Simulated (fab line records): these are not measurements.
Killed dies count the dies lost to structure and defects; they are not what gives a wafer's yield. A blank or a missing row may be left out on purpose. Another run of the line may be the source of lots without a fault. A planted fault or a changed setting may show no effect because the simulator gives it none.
One fault seen from 2 desks + flow berkeley_cmos170 + each desk holds nothing but its own numbers, with what lay behind them at the end

== FOR THE TOOL OWNER'S DESK: wet_bench-02 ==
The tool's own readings at UCB170_CONTACT_CLEAN_00 (cleans in SPM, time 600 s): means of the sampled wafers that have a number, for each lot that ran on this tool. The brackets show how far a lot's mean lies from the usual mean; more than 4 standard deviations puts the lot out of limits, marked OUT.
Columns: A = bath_guard_temp_C at UCB170_CONTACT_CLEAN_00, usual 119.9 C; B = bath_heat_duty_pct at UCB170_CONTACT_CLEAN_00, usual 12.9 %
| lot  | first seen here | A     | B    |
|------|-----------------|-------|------|
| L599 | day 6 19:35     | 119.2 | 12.3 |
| L598 | day 6 19:50     | 120.3 | 11.5 |
| L607 | day 8 22:34     | 120.0 | 12.9 |
| L604 | day 8 22:46     | 119.8 | 12.1 |
| L605 | day 8 22:46     | 119.8 | 12.5 |
| L611 | day 10 06:17    | 120.2 | 12.3 |
| L620 | day 11 17:59    | 119.9 | 12.4 |
This desk found nothing out of limits on any of the 7 lots.

== AT THE METROLOGY DESK ==
Means of the sampled wafers that have a number, per lot and without regard to the tool the lot ran on: this is what the gauges read. The brackets show how far a lot's mean lies from the usual mean; more than 4 standard deviations puts the lot out of limits, marked OUT.
Columns: A = PSD_TW at UCB170_PSD_TW_MEAS_10, usual 2327; B = NSD_OVL at UCB170_NSD_OVL_MEAS_07, usual -1 nm; C = cd_nm at UCB170_M1_CD_MEAS_09, usual 699.9 nm
| lot  | first seen here | A    | B  | C     |
|------|-----------------|------|----|-------|
| L599 | day 6 15:32     | 2330 | -2 | 698.0 |
| L598 | day 6 15:46     | 2329 | -2 | 698.6 |
| L600 | day 7 03:40     | 2330 | -2 | 698.5 |
| L601 | day 7 07:52     | 2333 | 7  | 701.5 |
| L602 | day 7 07:59     | 2337 | -8 | 699.2 |
| L604 | day 8 13:26     | 2307 | 1  | 702.7 |
| L607 | day 8 13:40     | 2339 | 1  | 699.5 |
| L605 | day 8 13:53     | 2329 | 5  | 699.1 |
| L612 | day 9 21:13     | 2324 | 2  | 701.3 |
| L614 | day 10 01:14    | 2347 | -2 | 703.3 |
| L613 | day 10 01:40    | 2345 | -6 | 697.2 |
| L611 | day 10 01:56    | 2341 | 5  | 698.8 |
| L615 | day 11 01:25    | 2332 | -4 | 699.7 |
| L620 | day 11 13:18    | 2331 | -5 | 699.8 |
| L621 | day 12 00:49    | 2320 | 0  | 699.7 |
This desk found nothing out of limits on any of the 15 lots.

== PUT TOGETHER ==
The desk of the tool owner found nothing out of limits.
The metrology desk saw nothing out of limits.

== WHAT HAD BEEN PUT IN BY THE SIMULATOR ==
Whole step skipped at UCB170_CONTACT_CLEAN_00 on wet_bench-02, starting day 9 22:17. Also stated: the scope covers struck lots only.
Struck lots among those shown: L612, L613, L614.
